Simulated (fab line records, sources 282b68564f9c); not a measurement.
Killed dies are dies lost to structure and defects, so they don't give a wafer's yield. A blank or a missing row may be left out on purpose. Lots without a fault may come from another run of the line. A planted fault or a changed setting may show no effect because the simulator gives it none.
Which tool did it? | flow rit_cmos | 14 lots, 42 wafers sampled, at 2 steps of a route of 202

WHAT THE GAUGES READ, wafer by wafer
The record holds no reading of a measuring or inspecting step that can be judged against a usual standard deviation.

WHICH TOOL RAN EACH LOT (tool, then ch and the chambers of the sampled wafers, then the start)
lot  | RIT_M1_METAL_ETCH_12             | RIT_M1_PROBE_99
L716 | rie_metal-04 ch 0,1, day 3 13:39 | prober-02, day 3 15:55
L719 | rie_metal-04 ch 0,1, day 4 05:32 | prober-01, day 4 07:47
L720 | rie_metal-02 ch 1, day 4 09:50   | prober-02, day 4 12:27
L721 | rie_metal-03 ch 0,1, day 4 14:44 | prober-01, day 4 16:59
L722 | rie_metal-04 ch 0,1, day 4 18:19 | prober-02, day 4 20:34
L724 | rie_metal-03 ch 0,1, day 5 10:57 | prober-02, day 5 13:23
L725 | rie_metal-04 ch 0,1, day 5 13:50 | prober-01, day 5 16:19
L726 | rie_metal-02 ch 1, day 5 16:13   | prober-02, day 5 18:38
L727 | rie_metal-03 ch 0,1, day 5 23:34 | prober-01, day 6 01:49
L728 | rie_metal-04 ch 0,1, day 6 03:22 | prober-02, day 6 05:43
L729 | rie_metal-02 ch 1, day 6 09:48   | prober-01, day 6 12:13
L732 | rie_metal-02 ch 1, day 6 21:40   | prober-02, day 7 00:05
L733 | rie_metal-04 ch 0,1, day 7 06:18 | prober-01, day 7 08:37
L736 | rie_metal-04 ch 0,1, day 7 17:33 | prober-02, day 7 19:52
- RIT_M1_METAL_ETCH_12: etches Al in Cl2/BCl3, stops on SiO2, time 165 s, target depth 600 nm.
- RIT_M1_PROBE_99

WHAT THE TOOLS THEMSELVES READ (means of the sampled wafers that have a number; where no wafer has one, the mark that the record gives instead)
RIT_M1_METAL_ETCH_12.
lot  | tool         | drypump_motor_current_A (A) | oes_product_au (a.u.) | run_length_s (s) | throttle_valve_pct (%)
L716 | rie_metal-04 | 6.4                         | 0.780                 | 193.50           | 8.38
L719 | rie_metal-04 | 6.3                         | 0.784                 | 193.32           | 8.38
L720 | rie_metal-02 | 5.7                         | 0.792                 | 193.56           | 8.26
L721 | rie_metal-03 | 5.5                         | 0.795                 | 193.19           | 8.29
L722 | rie_metal-04 | 6.2                         | 0.777                 | 193.56           | 8.45
L724 | rie_metal-03 | 5.4                         | 0.791                 | 193.01           | 8.30
L725 | rie_metal-04 | 6.1                         | 0.780                 | 193.46           | 8.44
L726 | rie_metal-02 | 5.7                         | 0.787                 | 193.42           | 8.26
L727 | rie_metal-03 | 5.4                         | 0.800                 | 193.42           | 8.30
L728 | rie_metal-04 | 6.3                         | 0.781                 | 193.30           | 8.36
L729 | rie_metal-02 | 5.7                         | 0.800                 | 193.69           | 8.25
L732 | rie_metal-02 | 5.7                         | 0.804                 | 193.58           | 8.26
L733 | rie_metal-04 | 6.3                         | 1.000                 | 127.53           | 8.34
L736 | rie_metal-04 | 6.3                         | 0.997                 | 127.52           | 8.34

RIT_M1_PROBE_99.
lot  | tool      | defect_limited_yield (%) | killed_at_M0_to_M3 | killed_at_contacts | killed_at_front_end | killed_dies | killed_on_rim | killed_open | killed_short | sort_bin_3_pad_short (%) | sort_bin_5_function (%) | sort_bin_6_memory (%) | sort_n_pass | sort_yield_pct (%)
L716 | prober-02 | 97.0                     | 0.0                | 0.0                | 8                   | 8           | 2.3           | 3.7         | 4.3          | 0.0                      | 1.9                     | 1.1                   | 256         | 97.0
L719 | prober-01 | 96.1                     | 0.0                | 0.0                | 10                  | 10          | 2.3           | 5.0         | 5.3          | 0.4                      | 2.5                     | 1.0                   | 254         | 96.1
L720 | prober-02 | 98.3                     | 0.0                | 0.3                | 4                   | 4           | 0.7           | 2.3         | 2.0          | 0.0                      | 1.0                     | 0.6                   | 260         | 98.3
L721 | prober-01 | 98.6                     | 0.0                | 0.0                | 4                   | 4           | 1.0           | 0.7         | 3.0          | 0.0                      | 0.9                     | 0.5                   | 260         | 98.6
L722 | prober-02 | 97.0                     | 0.0                | 0.0                | 8                   | 8           | 1.7           | 4.0         | 4.0          | 0.3                      | 1.1                     | 1.6                   | 256         | 97.0
L724 | prober-02 | 96.3                     | 0.0                | 0.3                | 9                   | 10          | 1.7           | 5.3         | 4.3          | 0.1                      | 1.5                     | 2.0                   | 254         | 96.3
L725 | prober-01 | 97.2                     | 0.0                | 0.0                | 7                   | 7           | 1.7           | 3.0         | 4.3          | 0.3                      | 1.4                     | 1.1                   | 257         | 97.2
L726 | prober-02 | 98.0                     | 0.0                | 0.3                | 5                   | 5           | 2.3           | 3.3         | 2.0          | 0.0                      | 0.3                     | 1.8                   | 259         | 98.0
L727 | prober-01 | 96.6                     | 0.0                | 0.0                | 9                   | 9           | 3.7           | 5.3         | 3.7          | 0.1                      | 1.8                     | 1.5                   | 255         | 96.6
L728 | prober-02 | 96.2                     | 0.0                | 0.7                | 9                   | 10          | 2.7           | 4.3         | 5.7          | 0.1                      | 2.2                     | 1.5                   | 254         | 96.2
L729 | prober-01 | 98.1                     | 0.0                | 0.0                | 5                   | 5           | 1.0           | 1.7         | 3.3          | 0.1                      | 1.3                     | 0.5                   | 259         | 98.1
L732 | prober-02 | 95.8                     | 0.0                | 0.0                | 11                  | 11          | 2.7           | 5.7         | 5.3          | 0.0                      | 1.6                     | 2.5                   | 253         | 95.8
L733 | prober-01 | 0.0                      | 258.0              | 0.0                | 6                   | 264         | 70.0          | 2.3         | 3.7          | 0.1                      | 99.4                    | 0.5                   | 0           | 0.0
L736 | prober-02 | 0.0                      | 256.3              | 0.7                | 7                   | 264         | 70.0          | 3.0         | 4.3          | 0.3                      | 98.5                    | 1.3                   | 0           | 0.0

THE ANSWER, worked out from the rows above alone
Rule: what is usual is taken from the lots themselves. Put in order of their means at a reading, lots are off if they are a third of the lots or fewer, leave a main group of 4 or more, and stand apart from it by a gap of 3 or more times the standard deviation of the main group's means; of several such gaps the widest counts. A main group whose means are all the same, to the digits that the tables above print for the reading, isn't used. A lot without any number at a reading at which 4 lots or more have one is off too. The other lots that the step has rows for count as sound. The gauges are gone through in route order, then the tools' own readings, and for those a lot's mean is taken as printed above. The first step at which some lot is off is used, and at that step the reading that is off furthest; a lot without a number counts as furthest.
Off: L733, L736, at RIT_M1_METAL_ETCH_12 (run_length_s). The main group: mean 193.42 s, standard deviation 0.18.
A tool fits if, at that step or a process step before it, it ran every lot that is off, and no sound lot after the first of them. One fits: rie_metal-04 at RIT_M1_METAL_ETCH_12. Its last sound lot is L728 (day 6 03:22), its first lot that is off L733 (day 7 06:18): a fault that began between those two fits.
The tool's own readings at RIT_M1_METAL_ETCH_12 bear it out: on the lots that are off they differ by more than 5 times the standard deviation of the sound lots' means. oes_product_au reads 0.998 a.u. there against 0.789 a.u. on the sound lots; run_length_s reads 127.53 s there against 193.42 s on the sound lots.

WHAT THE SIMULATOR HAD PUT IN
Process parameter drift: rie_metal-04, from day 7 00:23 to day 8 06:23, at RIT_M1_METAL_ETCH_12. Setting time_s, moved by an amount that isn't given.
Lots struck among those shown: L733, L736. The rule above found the same.
